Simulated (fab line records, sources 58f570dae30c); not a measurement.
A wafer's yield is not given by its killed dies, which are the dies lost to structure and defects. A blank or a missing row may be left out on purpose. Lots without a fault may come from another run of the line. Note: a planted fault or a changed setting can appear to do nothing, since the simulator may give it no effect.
Which tool is to blame?	flow berkeley-cmos170	15 lots (45 wafers sampled), 1 step of a 331-step route

== WHAT EACH GAUGE READ, for each wafer ==
The record holds no reading of a measuring or inspecting step that can be judged against a usual standard deviation.

== WHAT TOOL EACH LOT RAN ON (gives the tool, then ch and the chambers of the sampled wafers, and finally the start) ==
lot	UCB170_V2_SOFTBAKE_08
L769	litho-track-02 ch 0, day 8 15:29
L767	litho-track-01 ch 0, day 8 15:47
L766	litho-track-03 ch 0, day 8 15:49
L771	litho-track-03 ch 0, day 9 08:06
L774	litho-track-03 ch 0, day 9 09:51
L773	litho-track-03 ch 0, day 9 18:35
L777	litho-track-03 ch 0, day 10 09:40
L779	litho-track-01 ch 0, day 10 22:52
L781	litho-track-03 ch 0, day 10 23:08
L782	litho-track-03 ch 0, day 11 00:03
L780	litho-track-03 ch 0, day 11 05:04
L788	litho-track-01 ch 0, day 12 09:12
L785	litho-track-02 ch 0, day 12 09:37
L786	litho-track-01 ch 0, day 12 09:37
L789	litho-track-02 ch 0, day 12 17:24
- UCB170_V2_SOFTBAKE_08: time 60 s.

== WHAT THE TOOLS THEMSELVES READ (means of the sampled wafers that have a number; where no wafer has one, the mark that the record gives instead) ==
UCB170_V2_SOFTBAKE_08.
lot	tool	heater-power-total-W (W)	run-length-s (s)
L769	litho-track-02	56.81	88.93
L767	litho-track-01	56.78	89.45
L766	litho-track-03	56.73	88.98
L771	litho-track-03	56.79	89.07
L774	litho-track-03	56.82	89.07
L773	litho-track-03	56.84	89.12
L777	litho-track-03	56.83	89.04
L779	litho-track-01	56.80	89.16
L781	litho-track-03	61.35	75.01
L782	litho-track-03	61.32	75.06
L780	litho-track-03	61.28	75.09
L788	litho-track-01	56.83	89.33
L785	litho-track-02	56.83	89.13
L786	litho-track-01	56.82	89.26
L789	litho-track-02	56.81	89.03

== THE ANSWER, worked out from the rows above alone ==
Rule: the lots themselves supply what counts as usual. Put in order of their means at a reading, lots are off if they are a third of the lots or fewer, leave a main group of 4 or more, and stand apart from it by a gap of 3 or more times the standard deviation of the main group's means; of several such gaps the widest counts. A main group is skipped when, at the precision printed for the reading in the tables above, its means are all equal. Also off: a lot with no number at a reading for which 4 or more lots have one. Any other lot the step has rows for is counted as sound. After the gauges, taken in route order, come the tools' own readings; for these a lot's mean is taken, as printed above. At the first step where some lot is off, the reading lying furthest off is the one used; lots without a number count as furthest.
Off: L781, L782, L780 (UCB170_V2_SOFTBAKE_08, heater-power-total-W). The main group has a mean of 56.81 W with a standard deviation of 0.029.
If a tool, at that step or one of the process steps before it, ran each lot that is off and ran no sound lot following the first of them, it fits. One candidate fits, namely litho-track-03 at UCB170_V2_SOFTBAKE_08. A fault onset in the window from L777 (day 10 09:40, its last sound lot) to L781 (day 10 23:08, its first lot off) fits.
The tool's own readings at UCB170_V2_SOFTBAKE_08 bear it out: on the lots that are off they differ by more than 5 times the standard deviation of the sound lots' means. heater-power-total-W reads 61.32 W there against 56.81 W on the sound lots; run-length-s reads 75.05 s there against 89.13 s on the sound lots.

== WHAT THE SIMULATOR HAD INSERTED ==
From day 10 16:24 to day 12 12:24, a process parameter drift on litho-track-03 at UCB170_V2_SOFTBAKE_08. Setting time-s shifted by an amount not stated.
Struck lots among those shown: L781, L782, L780. The same result came from the rule above.
